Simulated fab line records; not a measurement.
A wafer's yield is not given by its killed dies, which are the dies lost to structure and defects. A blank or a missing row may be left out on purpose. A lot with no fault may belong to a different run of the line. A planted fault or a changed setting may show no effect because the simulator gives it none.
A struck lot beside a sound one	flow rit cmos	14 out of 202 route steps
Sound: these wafers, L573.1, L573.2, L573.4. Struck: wafers L579.1, L579.3, L579.6. Last of all comes the cause.
For every step that has rows: the tool of each side, followed by ch and its chambers, followed by its first start. Under that, the readings that differ: sound wafers	struck wafers	difference of the means	sigmas: that difference in standard deviations of wafers without a fault.
alike: a reading whose means differ by less than 2 such deviations, as well as words and numbers matching on both sides. not compared: withheld readings; readings where some wafer has no value; bounds like >300 that might hide an equal value; numbers whose values overlap and for which the record gives no deviation.
The two part at a step that has a row with sigmas, a row that says differs or no value, or rows on one side only. Numbers that have no deviation but don't overlap get no sigmas and don't part them. A reading that every wafer of one side lacks parts them only if that side has two wafers or more.

first, 2 steps without rows for these wafers: RIT_NRETRO_PEB_04; RIT_NRETRO_DEVELOP_05 (develop time 68 s).
RIT_NRETRO_OVL_MEAS_06:
  sound: overlay-02 at day 2 16:28; struck: overlay-02 at day 3 23:26
  alike: NRETRO_OVL
then, 2 steps without rows for these wafers: RIT_NRETRO_HARDBAKE_07 (time 120 s); RIT_NRETRO_IMPLANT_08.
RIT_NRETRO_STRIP_09: strips in O2, time 180 s.
  sound on plasma asher-02 ch 0,1, day 2 16:55; struck on plasma asher-02 ch 1, day 3 23:52
  alike: drypump motor current A
  not compared: rf hours counter h
RIT_NRETRO_TW_MEAS_10:
  sound: film metro-04 at day 2 17:05; struck: film metro-02 at day 4 00:02
  alike: NRETRO_TW
then, 5 steps without rows for these wafers: RIT_PRETRO_HMDS_00 (prime time 60 s); RIT_PRETRO_COAT_01 (resist thk 1300 nm); RIT_PRETRO_SOFTBAKE_02 (time 60 s); RIT_PRETRO_EXPOSE_03 (exposes mask M5, target cd 43700 nm); RIT_PRETRO_PEB_04.
RIT_PRETRO_DEVELOP_05: develop time 68 s.
  struck on litho track-03, day 4 00:00; sound on litho track-01 ch 0, day 2 17:00
  no value came back on the struck wafers for chill plate temp C (C), develop time s (s), resist line temp C (C); on the sound wafers chill plate temp C (C) reads 22.91 22.95 22.86
RIT_PRETRO_OVL_MEAS_06:
  sound: overlay-01 at day 2 18:02; struck: overlay-02 at day 4 00:59
reading	sound	struck	difference	sigmas
PRETRO_OVL (nm)	1.0 1.1 1.7	- - -	no value on the struck wafers	

== WHERE THEY PART ==
At RIT_PRETRO_DEVELOP_05 first; at RIT_PRETRO_OVL_MEAS_06 last (within this record only).

WHY: what the simulator had put in
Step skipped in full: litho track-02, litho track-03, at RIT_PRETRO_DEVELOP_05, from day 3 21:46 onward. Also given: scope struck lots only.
